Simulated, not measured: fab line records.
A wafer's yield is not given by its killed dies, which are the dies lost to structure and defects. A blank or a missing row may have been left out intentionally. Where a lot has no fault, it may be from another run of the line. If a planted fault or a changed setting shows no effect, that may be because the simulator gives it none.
2 desks, one fault | flow berkeley-cmos170 | numbers are kept per desk, each desk with only its own; the story behind them comes last

== TOOL OWNER'S DESK, furnace-01 ==
The tool's own readings at UCB170_GATE_OXIDATION_01 (target thk 6.6 nm, ox time 1800 s): means of the sampled wafers that have a number, for each lot that ran on this tool. The brackets show how far a lot's mean lies from the usual mean; more than 4 standard deviations puts the lot out of limits, marked OUT.
Columns: A = zone-power-load-pct at UCB170_GATE_OXIDATION_01, usual 20.4 %; B = zone-power-source-pct at UCB170_GATE_OXIDATION_01, usual 22.7 %
lot  | first seen here | A    | B
L264 | day 6 23:27     | 18.0 | 23.9
L265 | day 6 23:27     | 18.3 | 23.5
L266 | day 6 23:27     | 18.3 | 23.8
L267 | day 7 16:28     | 18.4 | 23.7
L268 | day 7 16:28     | 18.0 | 23.9
L269 | day 7 16:28     | 18.2 | 23.7
L270 | day 8 03:40     | 18.4 | 23.8
L278 | day 9 18:53     | 18.3 | 23.8
This desk found nothing out of limits on any of the 8 lots.

== THE METROLOGY DESK ==
What the gauges read, lot by lot, whatever tool the lot ran on: means of the sampled wafers that have a number. The brackets show how far a lot's mean lies from the usual mean; more than 4 standard deviations puts the lot out of limits, marked OUT.
Columns: A = PWELL_NITRIDE_THK at UCB170_PWELL_THK_MEAS_06, usual 219.5 nm; B = PWELL_OVL at UCB170_PWELL_OVL_MEAS_13, usual 3 nm; C = ACTIVE_NITRIDE_THK at UCB170_ACTIVE_THK_MEAS_06, usual 219.7 nm; D = GATE_OXIDE_THK at UCB170_GATE_THK_MEAS_02, usual 6.59 nm
lot  | first seen here | A     | B  | C     | D
L264 | day 3 17:50     | 214.3 | 7  | 219.3 | 6.56
L265 | day 3 17:53     | 219.6 | 9  | 219.7 | 6.61
L266 | day 3 17:56     | 219.0 | -2 | 217.8 | 6.36
L268 | day 4 04:26     | 220.6 | -1 | 220.8 | 6.46
L267 | day 4 04:27     | 218.7 | 2  | 220.1 | 6.57
L269 | day 4 11:47     | 220.9 | 4  | 218.1 | 6.68
L270 | day 4 17:54     | 220.6 | 3  | 218.9 | 8.77 (+16) OUT
L271 | day 4 22:42     | 219.5 | 0  | 219.3 | 6.82
L276 | day 6 04:13     | 218.9 | 1  | 219.6 | 6.54
L278 | day 6 16:07     | 219.5 | 2  | 219.1 | 8.53 (+14) OUT
L280 | day 7 00:07     | 218.4 | 4  | 219.4 | 6.51
L281 | day 7 00:07     | 222.4 | 3  | 217.7 | 6.55
L284 | day 7 19:59     | 220.2 | 5  | 218.8 | 6.58
L285 | day 7 19:59     | 221.9 | 0  | 221.3 | 6.45
This desk's finding: out of limits on L270, L278; first on L270, day 8 05:11 (GATE_OXIDE_THK at UCB170_GATE_THK_MEAS_02). Within limits: L264, L265, L266, L268, L267, L269, L271, L276, L280, L281, L284, L285.

== PUT TOGETHER ==
The metrology desk could have raised an alarm at day 8 05:11, on L270, L278.
The tool owner's desk saw nothing out of limits.
The tool owner's desk has L270, L278 on record, within its limits.
All the named lots went through UCB170_GATE_OXIDATION_01 on furnace-01.

== WHAT WAS PUT IN BY THE SIMULATOR ==
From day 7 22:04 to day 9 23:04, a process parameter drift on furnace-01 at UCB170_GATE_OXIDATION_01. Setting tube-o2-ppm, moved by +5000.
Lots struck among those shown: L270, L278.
Per desk, hours elapsed from the start of the fault to the first reading out of limits: for the metrology desk, 7.
